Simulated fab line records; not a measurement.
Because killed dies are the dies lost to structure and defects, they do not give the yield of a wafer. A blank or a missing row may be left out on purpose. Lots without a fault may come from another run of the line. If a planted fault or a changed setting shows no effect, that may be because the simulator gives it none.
Struck lot and sound lot, side by side :: flow berkeleyCmos170 :: 13 steps out of a route of 331
Sound: wafers L636.2, L636.3, L636.5. Wafers struck: L651.1, L651.3, L651.4. The cause comes at the end.
For every step that has rows: the tool of each side, followed by ch and its chambers, followed by its first start. Under that, the readings that differ: sound wafers :: struck wafers :: difference of the means :: sigmas: that difference in standard deviations of wafers without a fault.
alike: same words and numbers on both sides, and readings whose means sit less than 2 such deviations apart. not compared: any withheld reading, any reading some wafer has no value for, any bound like >300 that may hide the same value, and any number with overlapping values for which the record gives no deviation.
Wherever a step has rows on one side only, a row that says differs or no value, or a row with sigmas, the two part there. When numbers do not overlap yet have no deviation, they are printed without sigmas and do not part them. A reading that every wafer of one side lacks parts them only if that side has two wafers or more.

first, 2 steps without rows for these wafers: UCB170_NLDD_PEB_04; UCB170_NLDD_DEVELOP_05 (develop time 45 s).
UCB170_NLDD_CD_MEAS_06 targets a cd of 1200 nm.
  struck on cdSem-01, day 9 16:55; sound on cdSem-01, day 6 17:49
  alike: cdNm
UCB170_NLDD_OVL_MEAS_07:
  struck on overlay-02, day 9 17:02; sound on overlay-01, day 6 17:56
  alike: NLDD_OVL
then, 2 steps without rows for these wafers: UCB170_NLDD_IMPLANT_08; UCB170_NLDD_IMPLANT_09.
UCB170_NLDD_STRIP_10: strips in O2.
  sound on plasmaAsher-03 ch 0,1, day 6 18:16; struck on plasmaAsher-01 ch 0,1, day 9 17:22
  alike: drypumpMotorCurrentA, oesProductAu, stripTimeToEndpointS
  not compared: rfHoursCounterH
UCB170_NLDD_TW_MEAS_11:
  struck on filmMetro-03, day 9 17:28; sound on filmMetro-03, day 6 18:22
  alike: NLDD_TW
then, 1 step without rows for these wafers: UCB170_NLDD_CLEAN_12 (cleans in SPM, time 600 s).
UCB170_SPACER_CVD_00: deposits SiO2 from TEOS/O2, target thk 376 nm, time 47 s.
  sound on pecvd-02 ch 0,1,2, day 6 18:36; struck on pecvd-02 ch 1,2, day 9 17:42
  alike: heaterPowerW
UCB170_SPACER_THK_MEAS_01:
  struck on filmMetro-01, day 9 17:45; sound on filmMetro-03, day 6 18:39
  alike: SPACER_TEOS_THK
then, 1 step without rows for these wafers: UCB170_SPACER_ANNEAL_02 (time 1800 s).
UCB170_SPACER_ETCHBACK_03: etches SiO2 in CHF3/CF4/Ar, stops on Si, target depth 376 nm, time 100 s.
  sound on rieDiel-03 ch 0,1,3, day 7 01:05; struck on rieDiel-03 ch 0,2,3, day 9 20:48
reading: oesProductAu (a.u.)
sound: 0.900 0.900 0.903
struck: 0.988 1.028 0.974
difference: +0.096
sigmas: +7

reading: runLengthS (s)
sound: 128.3 128.1 129.0
struck: 102.7 103.0 103.9
difference: -25.3
sigmas: -50

reading: model.etch.depthNm (nm)
sound: 373.1 376.2 380.2
struck: 315.3 321.9 316.5
difference: -58.6
sigmas: 
  alike: drypumpMotorCurrentA, throttleValvePct
  not compared: rfHoursCounterH

WHERE THEY PART
At UCB170_SPACER_ETCHBACK_03 and nowhere else, as far as this record goes.

WHY: what the simulator had put in
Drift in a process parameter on rieDiel-03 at UCB170_SPACER_ETCHBACK_03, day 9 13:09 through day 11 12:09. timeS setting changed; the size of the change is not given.
